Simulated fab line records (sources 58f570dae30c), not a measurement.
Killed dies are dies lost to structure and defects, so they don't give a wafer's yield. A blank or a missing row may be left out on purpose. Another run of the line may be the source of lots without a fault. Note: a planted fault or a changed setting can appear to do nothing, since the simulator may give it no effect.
What tool caused it? :: flow berkeleyCmos170 :: 12 lots with 36 wafers sampled at 5 steps, on a route of 331 steps

WHAT THE GAUGES SHOWED, per wafer
UCB170_PWELL_TW_MEAS_17.
lot: L650
measured: day 2 21:41
on: filmMetro-01
PWELL_TW: 385.6 385.9 386.0

lot: L651
measured: day 3 05:05
on: filmMetro-04
PWELL_TW: 382.7 383.9 381.9

lot: L652
measured: day 3 04:53
on: filmMetro-01
PWELL_TW: 386.8 385.8 385.5

lot: L653
measured: day 3 14:07
on: filmMetro-04
PWELL_TW: 385.4 380.2 382.0

lot: L654
measured: day 3 14:22
on: filmMetro-04
PWELL_TW: 382.4 382.9 382.8

lot: L655
measured: day 3 22:25
on: filmMetro-04
PWELL_TW: 382.4 383.1 382.3

lot: L656
measured: day 4 04:42
on: filmMetro-03
PWELL_TW: 383.0 382.3 381.0

lot: L657
measured: day 4 16:34
on: filmMetro-03
PWELL_TW: 383.5 383.1 382.7

lot: L658
measured: day 4 21:09
on: filmMetro-01
PWELL_TW: 383.9 385.7 385.4

lot: L659
measured: day 4 21:26
on: filmMetro-04
PWELL_TW: 382.8 382.1 381.6

lot: L660
measured: day 5 02:08
on: filmMetro-03
PWELL_TW: 380.8 383.1 382.5

lot: L666
measured: day 6 10:44
on: filmMetro-03
PWELL_TW: 379.5 379.1 379.5

UCB170_ACTIVE_THK_MEAS_06.
lot: L650
measured: day 3 23:35
on: filmMetro-01
ACTIVE_NITRIDE_THK (nm): 222.4 224.5 222.9

lot: L651
measured: day 4 03:56
on: filmMetro-02
ACTIVE_NITRIDE_THK (nm): 220.5 219.7 220.7

lot: L652
measured: day 4 03:57
on: filmMetro-04
ACTIVE_NITRIDE_THK (nm): 221.8 219.9 222.3

lot: L653
measured: day 4 12:31
on: filmMetro-04
ACTIVE_NITRIDE_THK (nm): 216.0 216.2 219.6

lot: L654
measured: day 4 12:32
on: filmMetro-02
ACTIVE_NITRIDE_THK (nm): 219.8 220.1 221.7

lot: L655
measured: day 4 21:01
on: filmMetro-02
ACTIVE_NITRIDE_THK (nm): 220.2 217.7 220.5

lot: L656
measured: day 5 06:41
on: filmMetro-01
ACTIVE_NITRIDE_THK (nm): 222.0 219.6 221.6

lot: L657
measured: day 5 18:51
on: filmMetro-02
ACTIVE_NITRIDE_THK (nm): 218.6 221.3 221.2

lot: L658
measured: day 6 03:27
on: filmMetro-01
ACTIVE_NITRIDE_THK (nm): 222.3 221.8 225.2

lot: L659
measured: day 6 03:31
on: filmMetro-01
ACTIVE_NITRIDE_THK (nm): 219.4 219.3 219.7

lot: L660
measured: day 6 03:28
on: filmMetro-02
ACTIVE_NITRIDE_THK (nm): 219.3 219.7 220.6

lot: L666
measured: day 7 23:29
on: filmMetro-01
ACTIVE_NITRIDE_THK (nm): 137.2 139.7 138.1

UCB170_ACTIVE_CD_MEAS_13 targets a cd of 1200 nm.
lot: L650
measured: day 4 00:34
on: cdSem-02
cdNm (nm): 1198.9 1199.2 1199.2

lot: L651
measured: day 4 06:09
on: cdSem-02
cdNm (nm): 1198.8 1199.4 1199.5

lot: L652
measured: day 4 06:27
on: cdSem-02
cdNm (nm): 1198.9 1200.8 1199.4

lot: L653
measured: day 4 13:53
on: cdSem-01
cdNm (nm): 1199.8 1200.9 1199.6

lot: L654
measured: day 4 14:11
on: cdSem-01
cdNm (nm): 1198.5 1200.3 1199.7

lot: L655
measured: day 4 21:57
on: cdSem-01
cdNm (nm): 1199.6 1198.8 1200.6

lot: L656
measured: day 5 07:59
on: cdSem-02
cdNm (nm): 1201.9 1202.4 1201.1

lot: L657
measured: day 5 20:07
on: cdSem-02
cdNm (nm): 1201.9 1201.1 1200.5

lot: L658
measured: day 6 05:23
on: cdSem-01
cdNm (nm): 1200.0 1199.7 1199.6

lot: L659
measured: day 6 05:57
on: cdSem-02
cdNm (nm): 1199.5 1201.4 1200.3

lot: L660
measured: day 6 05:44
on: cdSem-02
cdNm (nm): 1199.8 1198.3 1200.0

lot: L666
measured: day 8 00:23
on: cdSem-01
cdNm (nm): 1199.9 1200.7 1200.6

WHAT TOOL EACH LOT RAN ON (gives the tool, then ch and the chambers of the sampled wafers, and finally the start)
lot: L650
UCB170_ZERO_STRIP_07: plasmaAsher-04 ch 0,1, day 1 17:52
UCB170_ACTIVE_CVD_05: lpcvd-01 ch 0, day 3 21:40

lot: L651
UCB170_ZERO_STRIP_07: plasmaAsher-04 ch 1, day 2 00:55
UCB170_ACTIVE_CVD_05: lpcvd-01 ch 1, day 4 02:00

lot: L652
UCB170_ZERO_STRIP_07: plasmaAsher-04 ch 0,1, day 2 02:16
UCB170_ACTIVE_CVD_05: lpcvd-01 ch 1, day 4 02:00

lot: L653
UCB170_ZERO_STRIP_07: plasmaAsher-01 ch 0,1, day 2 09:53
UCB170_ACTIVE_CVD_05: lpcvd-02 ch 0, day 4 10:35

lot: L654
UCB170_ZERO_STRIP_07: plasmaAsher-04 ch 0,1, day 2 13:59
UCB170_ACTIVE_CVD_05: lpcvd-02 ch 1, day 4 10:35

lot: L655
UCB170_ZERO_STRIP_07: plasmaAsher-03 ch 0,1, day 2 18:43
UCB170_ACTIVE_CVD_05: lpcvd-02 ch 1, day 4 19:05

lot: L656
UCB170_ZERO_STRIP_07: plasmaAsher-04 ch 0,1, day 2 21:59
UCB170_ACTIVE_CVD_05: lpcvd-02 ch 1, day 5 04:45

lot: L657
UCB170_ZERO_STRIP_07: plasmaAsher-03 ch 0,1, day 3 05:40
UCB170_ACTIVE_CVD_05: lpcvd-02 ch 0, day 5 16:56

lot: L658
UCB170_ZERO_STRIP_07: plasmaAsher-04 ch 0,1, day 3 15:23
UCB170_ACTIVE_CVD_05: lpcvd-02 ch 1, day 6 01:32

lot: L659
UCB170_ZERO_STRIP_07: plasmaAsher-03 ch 0,1, day 3 17:56
UCB170_ACTIVE_CVD_05: lpcvd-02 ch 1, day 6 01:32

lot: L660
UCB170_ZERO_STRIP_07: plasmaAsher-03 ch 0,1, day 3 20:05
UCB170_ACTIVE_CVD_05: lpcvd-02 ch 1, day 6 01:32

lot: L666
UCB170_ZERO_STRIP_07: plasmaAsher-01 ch 0,1, day 5 02:44
UCB170_ACTIVE_CVD_05: lpcvd-02 ch 0, day 7 21:34
- UCB170_ZERO_STRIP_07: strips in O2.
- UCB170_ACTIVE_CVD_05: deposits Si3N4 from SiH2Cl2/NH3, target thk 220 nm, time 3300 s.

WHAT THE TOOLS THEMSELVES READ (means of the sampled wafers that have a number; where no wafer has one, the mark that the record gives instead)
UCB170_ZERO_STRIP_07.
lot: L650
tool: plasmaAsher-04
drypumpMotorCurrentA (A): 5.6
oesProductAu (a.u.): 0.727
stripTimeToEndpointS (s): 21.49

lot: L651
tool: plasmaAsher-04
drypumpMotorCurrentA (A): 6.0
oesProductAu (a.u.): 0.725
stripTimeToEndpointS (s): 21.40

lot: L652
tool: plasmaAsher-04
drypumpMotorCurrentA (A): 5.6
oesProductAu (a.u.): 0.727
stripTimeToEndpointS (s): 21.47

lot: L653
tool: plasmaAsher-01
drypumpMotorCurrentA (A): 5.4
oesProductAu (a.u.): 0.728
stripTimeToEndpointS (s): 21.41

lot: L654
tool: plasmaAsher-04
drypumpMotorCurrentA (A): 5.6
oesProductAu (a.u.): 0.727
stripTimeToEndpointS (s): 21.48

lot: L655
tool: plasmaAsher-03
drypumpMotorCurrentA (A): 5.5
oesProductAu (a.u.): 0.724
stripTimeToEndpointS (s): 21.47

lot: L656
tool: plasmaAsher-04
drypumpMotorCurrentA (A): 5.6
oesProductAu (a.u.): 0.725
stripTimeToEndpointS (s): 21.60

lot: L657
tool: plasmaAsher-03
drypumpMotorCurrentA (A): 5.5
oesProductAu (a.u.): 0.731
stripTimeToEndpointS (s): 21.40

lot: L658
tool: plasmaAsher-04
drypumpMotorCurrentA (A): 5.6
oesProductAu (a.u.): 0.726
stripTimeToEndpointS (s): 21.59

lot: L659
tool: plasmaAsher-03
drypumpMotorCurrentA (A): 5.5
oesProductAu (a.u.): 0.728
stripTimeToEndpointS (s): 21.54

lot: L660
tool: plasmaAsher-03
drypumpMotorCurrentA (A): 6.0
oesProductAu (a.u.): 0.728
stripTimeToEndpointS (s): 21.54

lot: L666
tool: plasmaAsher-01
drypumpMotorCurrentA (A): 5.2
oesProductAu (a.u.): 0.727
stripTimeToEndpointS (s): 21.59

UCB170_ACTIVE_CVD_05.
lot: L650
tool: lpcvd-01
spikeTcCentreC (C): 803.1
spikeTcLoadC (C): 818.5
spikeTcSourceC (C): 819.0
susceptorTempC (C): 799.9
zonePowerCentrePct (%): 42.5

lot: L651
tool: lpcvd-01
spikeTcCentreC (C): 802.6
spikeTcLoadC (C): 820.6
spikeTcSourceC (C): 820.9
susceptorTempC (C): 800.0
zonePowerCentrePct (%): 33.9

lot: L652
tool: lpcvd-01
spikeTcCentreC (C): 803.1
spikeTcLoadC (C): 821.2
spikeTcSourceC (C): 822.7
susceptorTempC (C): 799.9
zonePowerCentrePct (%): 33.7

lot: L653
tool: lpcvd-02
spikeTcCentreC (C): 802.1
spikeTcLoadC (C): 826.7
spikeTcSourceC (C): 817.8
susceptorTempC (C): 800.3
zonePowerCentrePct (%): 39.8

lot: L654
tool: lpcvd-02
spikeTcCentreC (C): 802.8
spikeTcLoadC (C): 826.5
spikeTcSourceC (C): 822.0
susceptorTempC (C): 800.7
zonePowerCentrePct (%): 42.5

lot: L655
tool: lpcvd-02
spikeTcCentreC (C): 801.3
spikeTcLoadC (C): 826.6
spikeTcSourceC (C): 823.5
susceptorTempC (C): 800.0
zonePowerCentrePct (%): 42.0

lot: L656
tool: lpcvd-02
spikeTcCentreC (C): 802.3
spikeTcLoadC (C): 825.7
spikeTcSourceC (C): 822.7
susceptorTempC (C): 800.0
zonePowerCentrePct (%): 42.5

lot: L657
tool: lpcvd-02
spikeTcCentreC (C): 802.1
spikeTcLoadC (C): 825.6
spikeTcSourceC (C): 817.8
susceptorTempC (C): 800.0
zonePowerCentrePct (%): 39.5

lot: L658
tool: lpcvd-02
spikeTcCentreC (C): 801.8
spikeTcLoadC (C): 826.2
spikeTcSourceC (C): 823.8
susceptorTempC (C): 800.0
zonePowerCentrePct (%): 42.4

lot: L659
tool: lpcvd-02
spikeTcCentreC (C): 801.6
spikeTcLoadC (C): 825.7
spikeTcSourceC (C): 822.9
susceptorTempC (C): 799.9
zonePowerCentrePct (%): 42.5

lot: L660
tool: lpcvd-02
spikeTcCentreC (C): 802.3
spikeTcLoadC (C): 827.0
spikeTcSourceC (C): 822.8
susceptorTempC (C): 799.7
zonePowerCentrePct (%): 42.6

lot: L666
tool: lpcvd-02
spikeTcCentreC (C): 777.1
spikeTcLoadC (C): 800.6
spikeTcSourceC (C): 792.2
susceptorTempC (C): 774.9
zonePowerCentrePct (%): 38.0

THE ANSWER, worked out from the rows above alone
Rule: usual is defined by the lots themselves. The widest of any qualifying gaps counts: lots, ordered by their means at a reading, are off when they make up no more than a third of the lots, leave a main group of 4 or more, and stand apart from it by 3 or more times the standard deviation of that group's means. The tables above print the reading to a certain number of digits; a main group whose means all agree to those digits is not used. Also off: a lot with no number at a reading for which 4 or more lots have one. Any other lot the step has rows for is counted as sound. The gauges are gone through in route order, then the tools' own readings, and for those a lot's mean is taken as printed above. The first step at which some lot is off is used, and at that step the reading that is off furthest; a lot without a number counts as furthest.
Off: L666, at UCB170_ACTIVE_THK_MEAS_06 (ACTIVE_NITRIDE_THK). Main group: mean 220.5 nm, sd 1.6.
A tool fits if, at a process step before that reading, it ran every lot that is off, and no sound lot after the first of them. The gauges at UCB170_ACTIVE_THK_MEAS_06 aren't tried: what is off there is off at UCB170_ACTIVE_CVD_05 too, on other tools, and a gauge's error can't cause that. Undecided on this evidence; 2 tools fit (plasmaAsher-01 at UCB170_ZERO_STRIP_07, lpcvd-02 at UCB170_ACTIVE_CVD_05).

WHAT HAD BEEN PUT IN BY THE SIMULATOR
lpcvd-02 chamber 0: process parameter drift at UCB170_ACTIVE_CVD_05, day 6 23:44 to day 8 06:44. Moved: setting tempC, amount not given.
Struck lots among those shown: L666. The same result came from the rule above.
